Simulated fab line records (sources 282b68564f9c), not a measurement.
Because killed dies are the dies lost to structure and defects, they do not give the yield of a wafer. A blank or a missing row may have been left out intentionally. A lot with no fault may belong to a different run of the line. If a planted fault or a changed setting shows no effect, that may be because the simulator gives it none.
Comparing a struck lot with a sound one | flow rit_cmos | 19 out of 202 route steps
Sound: wafers L214.1, L214.3, L214.4. Struck: wafers L220.1, L220.5, L220.6. The cause is given at the end.
Each step with rows lists, per side, the tool, then ch with its chambers, then its first start. Under that, the readings that differ: sound wafers | struck wafers | difference of the means | sigmas: that difference in standard deviations of wafers without a fault.
alike: words and numbers the same on both sides, and readings whose means are apart by under 2 such deviations; not compared: readings that were withheld, readings missing a value for some wafer, numbers with overlapping values and no deviation given by the record, and bounds like >300 which may hide the same value.
A row with sigmas, a row that says differs or no value, or rows on one side alone: a step with any of these is where the two part. Non-overlapping numbers with no deviation appear without sigmas and do not part them. A reading missing from all wafers of one side parts the sides only when that side holds two or more wafers.

first, 1 step without rows for these wafers: RIT_GATE_CLEAN_04 (cleans in dHF, time 60 s).
RIT_FOX2_THK_MEAS_91:
  sound: film_metro-02 at day 2 13:52; struck: film_metro-04 at day 3 19:10
  alike: FIELD_OXIDE_LEFT_2_THK
then, 2 steps without rows for these wafers: RIT_GATE_OXIDATION_05 (target thk 3 nm, ox time 270 s); RIT_GATE_ANNEAL_06 (time 600 s).
RIT_GATE_THK_MEAS_07:
  sound: film_metro-04 at day 2 16:41; struck: film_metro-01 at day 3 23:01
  alike: GATE_OXIDE_THK
then, 1 step without rows for these wafers: RIT_GATE_CVD_08 (deposits poly-Si from SiH4, target thk 250 nm, time 2220 s).
RIT_GATE_THK_MEAS_09:
  sound: film_metro-01 at day 2 18:22; struck: film_metro-04 at day 4 00:41
  alike: GATE_POLY_THK
then, 5 steps without rows for these wafers: RIT_GATE_HMDS_10 (prime time 60 s); RIT_GATE_COAT_11 (resist thk 850 nm); RIT_GATE_SOFTBAKE_12 (time 60 s); RIT_GATE_EXPOSE_13 (exposes mask M6, target cd 150 nm); RIT_GATE_PEB_14.
RIT_GATE_DEVELOP_15: develop time 50 s.
  sound on litho_track-01 ch 0, day 2 19:00; struck on litho_track-03 ch 0, day 4 01:00
  reading              | sound             | struck            | difference | sigmas
  developer_temp_C (C) | 22.90 22.82 22.98 | 20.65 20.67 20.70 | -2.23      | -23
RIT_GATE_CD_MEAS_16: the cd target is 150 nm.
  sound: cd_sem-01 at day 2 19:17; struck: cd_sem-02 at day 4 01:37
  reading    | sound             | struck            | difference | sigmas
  cd_nm (nm) | 145.5 145.5 148.1 | 130.6 131.0 133.3 | -14.7      | -6
RIT_GATE_OVL_MEAS_17:
  sound: overlay-01 at day 2 19:24; struck: overlay-01 at day 4 01:44
  alike: GATE_OVL
then, 1 step without rows for these wafers: RIT_GATE_HARDBAKE_18 (time 60 s).
RIT_GATE_ETCH_19: etches poly-Si in SF6/CHF3/O2, stops on SiO2, time 165 s, target depth 312.5 nm.
  sound on rie_si-01 ch 0,1,3, day 2 19:35; struck on rie_si-01 ch 0,3, day 4 01:55
  reading               | sound             | struck            | difference | sigmas
  model.GATE.cd_nm (nm) | 145.1 145.7 148.2 | 130.7 131.4 133.1 | -14.6      |
  alike: chamber_pressure_mTorr, drypump_motor_current_A, oes_product_au, rf_fwd_power_W, throttle_valve_pct
  not compared: rf_hours_counter_h
RIT_GATE_STRIP_20: strips in O2, time 180 s.
  sound on plasma_asher-03 ch 0,1, day 2 19:41; struck on plasma_asher-03 ch 0,1, day 4 02:02
  alike: chamber_pressure_mTorr, drypump_motor_current_A
  not compared: rf_hours_counter_h
RIT_M1_PROBE_99:
  sound: prober-02 at day 3 16:35; struck: prober-02 at day 4 22:50
  reading                             | sound             | struck            | difference | sigmas
  model.etest.pmos_0p3.r_on_ohm_um    | 6353 6380 6314    | 5900 5933 5973    | -414       |
  model.etest.pmos_turned.r_on_ohm_um | 3529 3449 3506    | 3052 3020 3130    | -427       |
  model.etest.pmos_0p15.r_on_ohm_um   | 2763 2756 2778    | 2378 2363 2424    | -377       |
  model.etest.nmos_0p3.r_on_ohm_um    | 2193 2197 2190    | 2035 2021 2029    | -165       |
  model.etest.nmos_0p15.r_on_ohm_um   | 1122 1128 1138    | 992.5 972.1 982.1 | -147.1     |
  model.etest.nmos_0p15.drive_ua_um   | 479.5 470.3 465.3 | 578.1 573.4 562.8 | +99.7      |
  model.etest.pmos_0p15.drive_ua_um   | 257.5 254.2 251.7 | 313.2 311.6 300.9 | +54.1      |
  model.etest.nmos_turned.drive_ua_um | 313.1 320.3 312.7 | 390.4 389.9 376.1 | +70.1      |
  alike: killed_at_front_end, killed_dies, killed_open, killed_short

## WHERE THEY PART
Last at RIT_GATE_CD_MEAS_16 as far as this record goes, first at RIT_GATE_DEVELOP_15. Later steps at which nothing parts them and some readings are alike: RIT_GATE_OVL_MEAS_17, RIT_GATE_ETCH_19, RIT_GATE_STRIP_20, RIT_M1_PROBE_99.

WHY: what the simulator had put in
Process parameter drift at RIT_GATE_DEVELOP_15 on litho_track-03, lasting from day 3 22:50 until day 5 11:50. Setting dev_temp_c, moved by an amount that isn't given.
